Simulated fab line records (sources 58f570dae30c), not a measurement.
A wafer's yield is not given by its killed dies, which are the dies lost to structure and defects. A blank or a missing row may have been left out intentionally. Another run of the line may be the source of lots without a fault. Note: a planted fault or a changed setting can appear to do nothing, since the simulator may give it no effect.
Split-lot experiment	flow berkeley-cmos170	route with 331 steps; 5 lots, 23 wafers read

## THE SPLIT ITSELF
At UCB170_M3_COAT_10 (resist thk 900 nm), the setting spin-rpm was moved away from the recipe's 1500 rpm on 7 of the 23 wafers read, by -5.5% to +5.9%. This setting was run at the recipe's value on the other wafers.

The reading is taken at the split's own step.

## THE READING
KrF_of_M3_COAT_10.thk-nm (the simulator's own value, which no gauge read), in nm, at UCB170_M3_COAT_10 (resist thk 900 nm). The file gives no usual value for it. Average 901.9 nm, standard deviation 1.9 nm, over the 16 wafers here run with the recipe.

wafer	tool, chamber at the split	spin-rpm as run, rpm	against the recipe	KrF_of_M3_COAT_10.thk-nm, nm	against lot-mates on the recipe
L076.1	litho-track-03, 0	1500	recipe	902.9	-
L076.2	litho-track-03, 0	1500	recipe	901.9	-
L076.3	litho-track-03, 0	1500	recipe	900.6	-
L076.5	litho-track-03, 0	1500	recipe	902.6	-
L076.6	litho-track-03, 0	1500	recipe	905.3	-
L075.1	litho-track-04, 0	1589	+5.9%	875.2	-26.3
L075.2	litho-track-04, 0	1589	+5.9%	872.6	-28.9
L075.4	litho-track-04, 0	1500	recipe	901.6	-
L075.5	litho-track-04, 0	1589	+5.9%	873.7	-27.8
L075.6	litho-track-04, 0	1500	recipe	901.4	-
L077.1	litho-track-03, 0	1500	recipe	901.9	-
L077.3	litho-track-03, 0	1418	-5.5%	928.3	+25.1
L077.4	litho-track-03, 0	1418	-5.5%	927.1	+23.9
L077.5	litho-track-03, 0	1500	recipe	904.3	-
L077.6	litho-track-03, 0	1500	recipe	903.3	-
L079.1	litho-track-04, 0	1563	+4.2%	884	-18.5
L079.3	litho-track-04, 0	1563	+4.2%	884.3	-18.2
L079.4	litho-track-04, 0	1500	recipe	904.2	-
L079.5	litho-track-04, 0	1500	recipe	902.2	-
L079.6	litho-track-04, 0	1500	recipe	901.1	-
L078.1	litho-track-04, 0	1500	recipe	898.9	-
L078.2	litho-track-04, 0	1500	recipe	898.3	-
L078.6	litho-track-04, 0	1500	recipe	899.8	-

THE FIT
A straight line over all 23 wafers: KrF_of_M3_COAT_10.thk-nm changes by -4.65 nm for each +1% of spin-rpm; r = -0.99; the points scatter about the line by 1.8 nm.
The same after taking each lot's own level away (the mean of its wafers on the recipe; 23 wafers): -4.56 nm for each +1%; r = -1.00; scatter 1.1 nm.
The reading moves by 27 nm for the largest change in spin-rpm, on that fit.
The lots' own levels span 899.00 to 903.17 nm, that is 2.2 times the standard deviation above.
Hence the lot-to-lot level has little effect on the slope; both slopes agree.
Check: for one of the wafers moved furthest among these (+5.9%), held out of the fit, the line's prediction against its lot-mates is -27.3 nm. It came out at -26.3 nm against them.

## THE OTHER SPLITS THESE WAFERS WENT THROUGH
Other splits were also applied to these wafers ahead of the reading. Each is held against what the fit with the lots' levels taken away leaves over:
other split on the same wafers	wafers away from the commonest value	r with KrF_of_M3_COAT_10.thk-nm (lot level and that fit taken away)
UCB170_BACKSIDE_STRIP_03 power-w	10	-0.02
UCB170_SILICIDE_SPUTTER_01 time-s	5	-0.09
UCB170_M1_COAT_04 resist-thk-nm	6	+0.16
UCB170_M1_METAL_ETCH_12 bias-w	7	+0.09
UCB170_M2_EXPOSE_12 dose-mj	5	-0.20
UCB170_M2_DEVELOP_14 develop-time-s	10	+0.33

## THE WHOLE CHAIN: every reading that the file lists as answering this split, in the file's order
step	what it does	reading	change (the file's fit)	r (the file's)
UCB170_M3_COAT_10	resist thk 900 nm	KrF_of_M3_COAT_10.thk-nm (the simulator's own value, which no gauge read)	-4.53 nm for each +1% of the setting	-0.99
UCB170_M3_METAL_ETCH_18	etches Al in Cl2/BCl3, stops on SiO2, target depth 1170 nm, time 195 s	KrF_of_M3_COAT_10.thk-nm (the simulator's own value, which no gauge read)	-4.31 nm for each +1% of the setting, in a fit together with time-s@M3_METAL_ETCH_18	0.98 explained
UCB170_M3_STRIP_19	strips in O2	oes-product-au	-0.00486 a.u. for each +1% of the setting, in a fit together with time-s@M3_METAL_ETCH_18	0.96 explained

## THE FILE'S OWN FIT
KrF_of_M3_COAT_10.thk-nm changes by -4.53 nm for each +1% of spin-rpm, r = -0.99.
